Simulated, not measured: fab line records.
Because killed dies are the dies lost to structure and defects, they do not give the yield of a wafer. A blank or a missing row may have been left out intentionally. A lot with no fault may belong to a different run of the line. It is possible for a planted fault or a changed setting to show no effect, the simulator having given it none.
Code-filled problem report in 8D (eight disciplines) form | flow rit cmos | the parts of the form that need people (team, actions taken, sign-off) are left out

## 1. THE PROBLEM
run length s at RIT_CONTACT_ETCH_11 reads a mean of 476.7 s on 6 wafers of 2 lots; wafers without a fault read 348.5 s with a standard deviation of 0.42. That is +99 or more standard deviations from the usual mean.
The step: etches SiO2 in CHF3/CF4/Ar, stops on TiSi2, target depth 480 nm, time 320 s.
Seen first at day 5 10:40 on rie diel-04, wafer L324.1. Wafers with a number at this step in the record: 42, from 14 lots. By rule, "out" or "out of limits" means more than 4 standard deviations away from the usual mean. The other wafers with a number count as sound.

## 2. WHAT IT IS AND WHAT IT IS NOT
question                    | is                     | is not
which readings at this step | run length s           | drypump motor current A, oes product au, throttle valve pct
which lots                  | L324, L325             | L313, L314, L315, L316, L317, L319, L320, L329, L332, L333, L335, L336
which wafers of those lots  | all that have a number | -
read on which tools         | rie diel-04            | rie diel-01, rie diel-03
when                        | from day 5 10:40       | up to then (21 sound wafers); but 15 sound wafers of L329, L332, L333, L335, L336 came after

## 3. SUSPECTS, AND WHAT RULES EACH OUT
Counting: a tool stays on the suspect list if, at a process step up to the reading, it processed all lots that are out and no sound lot following the first of them.
- rie diel-04 at RIT_CONTACT_ETCH_11 (etches SiO2 in CHF3/CF4/Ar, stops on TiSi2, target depth 480 nm, time 320 s): kept. All lots that are out passed through it, beginning with L324 at day 5 10:40, and no sound lot followed; its final sound lot before that point was L320 at day 4 14:38. Out on those wafers are its own readings of run length s.
The count leaves rie diel-04 at RIT_CONTACT_ETCH_11.

## 4. THE CAUSE (what the simulator had put in)
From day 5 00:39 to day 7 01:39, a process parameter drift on rie diel-04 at RIT_CONTACT_ETCH_11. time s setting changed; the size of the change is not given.
After counting, this tool was the only one left.

## 5. THE EFFECT CHAIN, in route order
Rows list readings where the struck wafers' mean (over those with a number) sits beyond 3 standard deviations from the usual. Only readings for which the record gives a usual standard deviation are gone through. hours: the time from each lot's start at the first step in this table that gives one to its start at this step, as a median over the lots. sigmas: the change in usual standard deviations.
hours | step                | reading      | usual   | on struck wafers | change | sigmas
0     | RIT_CONTACT_ETCH_11 | run length s | 348.5 s | 476.7            | +128.2 | +99 or more
Its process steps:
- RIT_CONTACT_ETCH_11: etches SiO2 in CHF3/CF4/Ar, stops on TiSi2, target depth 480 nm, time 320 s.

## 6. HOW IT WOULD HAVE BEEN CAUGHT EARLIER
10 hours passed between the start of the fault at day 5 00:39 and the first reading out of limits in this record, taken at day 5 10:40.
